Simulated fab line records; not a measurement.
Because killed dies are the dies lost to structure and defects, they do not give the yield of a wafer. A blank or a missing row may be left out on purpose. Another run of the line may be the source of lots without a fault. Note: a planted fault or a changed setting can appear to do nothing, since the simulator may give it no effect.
Split-lot experiment :: flow rit cmos :: route with 202 steps; 5 lots, 23 wafers read

ON THE SPLIT
At RIT_FOX1_OXIDATION_00 (target thk 350.7 nm, ox time 1130 s), the setting temp c was moved away from the recipe's 1100 C on 10 of the 23 wafers read, by -2.1% to +2.8%. This setting was run at the recipe's value on the other wafers.

There is no step in the file separating the split from the reading.

THE READING
FOX1_OXIDE_THK in nanometres, read at RIT_FOX1_THK_MEAS_01. A value of 351 nm with a standard deviation of 6.6 nm is what fault-free wafers of this fab line usually give.

wafer: L074.1
tool, chamber at the split: -, -
temp c as run, C: 1100
against the recipe: recipe
FOX1_OXIDE_THK, nm: 349
against lot-mates on the recipe: -

wafer: L074.2
tool, chamber at the split: -, -
temp c as run, C: 1100
against the recipe: recipe
FOX1_OXIDE_THK, nm: 348
against lot-mates on the recipe: -

wafer: L074.4
tool, chamber at the split: -, -
temp c as run, C: 1100
against the recipe: recipe
FOX1_OXIDE_THK, nm: 355
against lot-mates on the recipe: -

wafer: L074.5
tool, chamber at the split: -, -
temp c as run, C: 1100
against the recipe: recipe
FOX1_OXIDE_THK, nm: 353
against lot-mates on the recipe: -

wafer: L074.6
tool, chamber at the split: -, -
temp c as run, C: 1100
against the recipe: recipe
FOX1_OXIDE_THK, nm: 356
against lot-mates on the recipe: -

wafer: L079.1
tool, chamber at the split: -, -
temp c as run, C: 1077
against the recipe: -2.1%
FOX1_OXIDE_THK, nm: 318
against lot-mates on the recipe: no lot-mate on the recipe

wafer: L079.2
tool, chamber at the split: -, -
temp c as run, C: 1077
against the recipe: -2.1%
FOX1_OXIDE_THK, nm: 318
against lot-mates on the recipe: no lot-mate on the recipe

wafer: L079.3
tool, chamber at the split: -, -
temp c as run, C: 1077
against the recipe: -2.1%
FOX1_OXIDE_THK, nm: 312
against lot-mates on the recipe: no lot-mate on the recipe

wafer: L079.4
tool, chamber at the split: -, -
temp c as run, C: 1077
against the recipe: -2.1%
FOX1_OXIDE_THK, nm: 323
against lot-mates on the recipe: no lot-mate on the recipe

wafer: L079.5
tool, chamber at the split: -, -
temp c as run, C: 1077
against the recipe: -2.1%
FOX1_OXIDE_THK, nm: 317
against lot-mates on the recipe: no lot-mate on the recipe

wafer: L080.1
tool, chamber at the split: -, -
temp c as run, C: 1131
against the recipe: +2.8%
FOX1_OXIDE_THK, nm: 403
against lot-mates on the recipe: no lot-mate on the recipe

wafer: L080.2
tool, chamber at the split: -, -
temp c as run, C: 1131
against the recipe: +2.8%
FOX1_OXIDE_THK, nm: 406
against lot-mates on the recipe: no lot-mate on the recipe

wafer: L080.3
tool, chamber at the split: -, -
temp c as run, C: 1131
against the recipe: +2.8%
FOX1_OXIDE_THK, nm: 403
against lot-mates on the recipe: no lot-mate on the recipe

wafer: L080.4
tool, chamber at the split: -, -
temp c as run, C: 1131
against the recipe: +2.8%
FOX1_OXIDE_THK, nm: 402
against lot-mates on the recipe: no lot-mate on the recipe

wafer: L080.5
tool, chamber at the split: -, -
temp c as run, C: 1131
against the recipe: +2.8%
FOX1_OXIDE_THK, nm: 404
against lot-mates on the recipe: no lot-mate on the recipe

wafer: L084.1
tool, chamber at the split: -, -
temp c as run, C: 1100
against the recipe: recipe
FOX1_OXIDE_THK, nm: 354
against lot-mates on the recipe: -

wafer: L084.2
tool, chamber at the split: -, -
temp c as run, C: 1100
against the recipe: recipe
FOX1_OXIDE_THK, nm: 354
against lot-mates on the recipe: -

wafer: L084.3
tool, chamber at the split: -, -
temp c as run, C: 1100
against the recipe: recipe
FOX1_OXIDE_THK, nm: 353
against lot-mates on the recipe: -

wafer: L084.4
tool, chamber at the split: -, -
temp c as run, C: 1100
against the recipe: recipe
FOX1_OXIDE_THK, nm: 351
against lot-mates on the recipe: -

wafer: L084.5
tool, chamber at the split: -, -
temp c as run, C: 1100
against the recipe: recipe
FOX1_OXIDE_THK, nm: 361
against lot-mates on the recipe: -

wafer: L085.3
tool, chamber at the split: furnace-01, 0
temp c as run, C: 1100
against the recipe: recipe
FOX1_OXIDE_THK, nm: 353
against lot-mates on the recipe: -

wafer: L085.5
tool, chamber at the split: furnace-01, 0
temp c as run, C: 1100
against the recipe: recipe
FOX1_OXIDE_THK, nm: 358
against lot-mates on the recipe: -

wafer: L085.6
tool, chamber at the split: furnace-01, 0
temp c as run, C: 1100
against the recipe: recipe
FOX1_OXIDE_THK, nm: 353
against lot-mates on the recipe: -

THE FIT
A straight line over all 23 wafers: FOX1_OXIDE_THK changes by +17.5 nm for each +1% of temp c; r = +0.99; the points scatter about the line by 3.2 nm.
Too few moved wafers with a lot-mate on the recipe to fit a line net of each lot's own level.

THE WHOLE CHAIN: every reading that the file lists as answering this split, in the file's order
step: RIT_FOX1_OXIDATION_00
what it does: target thk 350.7 nm, ox time 1130 s
reading: SiO2_of_FOX1_OXIDATION_00.thk nm (the simulator's own value, which no gauge read)
change (the file's fit): +17.6 nm for each +1% of the setting
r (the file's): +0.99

step: RIT_FOX1_THK_MEAS_01
what it does: 
reading: FOX1_OXIDE_THK
change (the file's fit): +17.6 for each +1% of the setting
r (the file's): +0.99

THE FILE'S OWN FIT
FOX1_OXIDE_THK changes by +17.6 nm for each +1% of temp c, r = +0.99.
